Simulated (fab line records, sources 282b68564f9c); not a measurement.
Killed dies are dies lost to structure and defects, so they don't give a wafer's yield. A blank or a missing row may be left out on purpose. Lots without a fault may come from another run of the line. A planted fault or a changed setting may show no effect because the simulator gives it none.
A struck lot beside a sound one | flow rit_cmos | 28 steps out of a route of 202
Sound: wafers L493.2, L493.4, L493.6. Struck: wafers L502.1, L502.4, L502.6. The cause comes at the end.
At each step with rows: each side's tool, then ch and its chambers, then its first start. Under that, the readings that differ: sound wafers | struck wafers | difference of the means | sigmas: that difference in standard deviations of wafers without a fault.
alike: readings whose means differ by less than 2 such deviations, and words and numbers that are the same on both sides. not compared: withheld readings, readings that some wafer has no value for, bounds like >300 that may hide the same value, and numbers for which the record gives no deviation and whose values overlap.
The two part at a step that has a row with sigmas, a row that says differs or no value, or rows on one side only. Numbers that don't overlap but have no deviation are shown without sigmas and don't part them. A reading that every wafer of one side lacks parts them only if that side has two wafers or more.

RIT_ACTIVE_BOW_MEAS_00:
  sound on film_metro-02, day 2 06:01; struck on film_metro-02, day 4 03:00
  alike: INCOMING_BOW
RIT_ACTIVE_OXIDATION_01: target thk 46.8 nm, ox time 3360 s.
  sound on furnace-01 ch 0, day 2 07:06; struck on furnace-03 ch 0, day 4 03:07
  reading                                       | sound                | struck               | difference | sigmas
  spike_tc_centre_C (C)                         | 1003.0 1002.0 1001.8 | 1016.6 1016.7 1018.2 | +14.9      | +12
  spike_tc_source_C (C)                         | 1023.0 1021.4 1022.6 | 1040.2 1038.3 1039.7 | +17.1      | +9
  zone_power_source_pct (%)                     | 35 35 35             | 27 28 27             | -8         | -2
  model.SiO2_of_ACTIVE_OXIDATION_01.thk_nm (nm) | 46.21 45.94 45.84    | 54.32 54.05 54.04    | +8.14      |
RIT_ACTIVE_THK_MEAS_02:
  sound on film_metro-02, day 2 09:02; struck on film_metro-02, day 4 05:03
  reading               | sound          | struck         | difference | sigmas
  ACTIVE_OXIDE_THK (nm) | 46.2 45.9 45.8 | 54.3 54.0 54.0 | +8.1       | +12
then, 1 step without rows for these wafers: RIT_ACTIVE_CVD_03 (deposits Si3N4 from SiH2Cl2/NH3, target thk 150 nm, time 1500 s).
RIT_ACTIVE_THK_MEAS_04:
  sound on film_metro-03, day 2 10:31; struck on film_metro-02, day 4 06:44
  alike: ACTIVE_NITRIDE_THK
then, 6 steps without rows for these wafers: RIT_ACTIVE_HMDS_05 (prime time 60 s); RIT_ACTIVE_COAT_06 (resist thk 1000 nm); RIT_ACTIVE_SOFTBAKE_07 (time 60 s); RIT_ACTIVE_EXPOSE_08 (exposes mask M1, target cd 1400 nm); RIT_ACTIVE_PEB_09; RIT_ACTIVE_DEVELOP_10 (develop time 50 s).
RIT_ACTIVE_CD_MEAS_11: target cd 1400 nm.
  sound on cd_sem-01, day 2 11:31; struck on cd_sem-01, day 4 07:38
  alike: cd_nm
then, 1 step without rows for these wafers: RIT_ACTIVE_HARDBAKE_12 (time 60 s).
RIT_ACTIVE_ETCH_13: etches Si3N4 in SF6, stops on SiO2, time 210 s, target depth 210 nm.
  sound on rie_diel-02 ch 0,2,3, day 2 11:46; struck on rie_diel-02 ch 2,3, day 4 07:55
  alike: drypump_motor_current_A, oes_product_au, throttle_valve_pct
  not compared: rf_hours_counter_h
RIT_ACTIVE_STRIP_14: strips in O2, time 180 s.
  sound on plasma_asher-03 ch 1, day 2 11:55; struck on plasma_asher-03 ch 0,1, day 4 08:02
  alike: drypump_motor_current_A
  not compared: rf_hours_counter_h
RIT_ACTIVE_CD_MEAS_90: target cd 1400 nm.
  sound on cd_sem-01, day 2 12:06; struck on cd_sem-01, day 4 08:13
  alike: cd_nm
then, 4 steps without rows for these wafers: RIT_ACTIVE_CLEAN_15 (cleans in SC1, time 600 s); RIT_ACTIVE_CLEAN_16 (cleans in dHF, time 30 s); RIT_ACTIVE_CLEAN_17 (cleans in SC2, time 600 s); RIT_FOX1_OXIDATION_00 (target thk 350.7 nm, ox time 1130 s).
RIT_FOX1_THK_MEAS_01:
  sound on film_metro-04, day 2 15:12; struck on film_metro-03, day 4 11:43
  reading             | sound       | struck      | difference | sigmas
  FOX1_OXIDE_THK (nm) | 359 367 362 | 347 346 346 | -16        | -2
then, 2 steps without rows for these wafers: RIT_FOX1_WET_ETCH_02 (etches SiO2 in BOE, target depth 350 nm, time 390 s); RIT_FOX2_OXIDATION_00 (target thk 350.7 nm, ox time 1130 s).
RIT_FOX2_THK_MEAS_01:
  sound on film_metro-03, day 2 16:41; struck on film_metro-01, day 4 13:13
  alike: FOX2_OXIDE_THK
then, 1 step without rows for these wafers: RIT_FOX2_CLEAN_02 (cleans in dHF, time 180 s).
RIT_FOX2_WET_ETCH_03: etches Si3N4 in H3PO4, target depth 195 nm, time 2700 s.
  sound on wet_bench-01 ch 3, day 2 16:48; struck on wet_bench-04 ch 0, day 4 13:20
  reading                                       | sound             | struck            | difference | sigmas
  model.SiO2_of_ACTIVE_OXIDATION_01.thk_nm (nm) | 41.04 40.79 39.33 | 48.26 48.01 48.03 | +7.71      |
RIT_FOX2_THK_MEAS_90:
  sound on film_metro-04, day 2 17:34; struck on film_metro-04, day 4 14:10
  alike: FIELD_OXIDE_LEFT_1_THK
RIT_M1_PROBE_99:
  sound on prober-01, day 4 07:10; struck on prober-02, day 6 08:02
  reading                             | sound             | struck            | difference | sigmas
  model.etest.nldd.width_nm (nm)      | 3180 3149 3151    | 3076 3072 3080    | -84        |
  model.etest.pldd.width_nm (nm)      | 3175 3176 3172    | 3067 3073 3084    | -100       |
  model.etest.nmos_narrow.drive_ua_um | 223.8 218.3 220.8 | 190.2 191.7 192.4 | -29.5      |
  model.etest.pmos_narrow.drive_ua_um | 98.16 95.7 96.47  | 88.3 88.14 88.08  | -8.6       |
  alike: killed_at_M0_to_M3, killed_at_front_end, killed_dies, killed_on_rim, killed_open, killed_short
  not compared: model.etest.nplus_sal.width_nm, model.etest.pplus_sal.width_nm

WHERE THEY PART
First at RIT_ACTIVE_OXIDATION_01; last, within this record, at RIT_FOX1_THK_MEAS_01. Later steps at which nothing parts them and some readings are alike: RIT_FOX2_THK_MEAS_01, RIT_FOX2_THK_MEAS_90, RIT_M1_PROBE_99.

WHY: what the simulator had put in
Process parameter drift: furnace-03, from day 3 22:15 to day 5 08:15, at RIT_ACTIVE_OXIDATION_01. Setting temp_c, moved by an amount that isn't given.
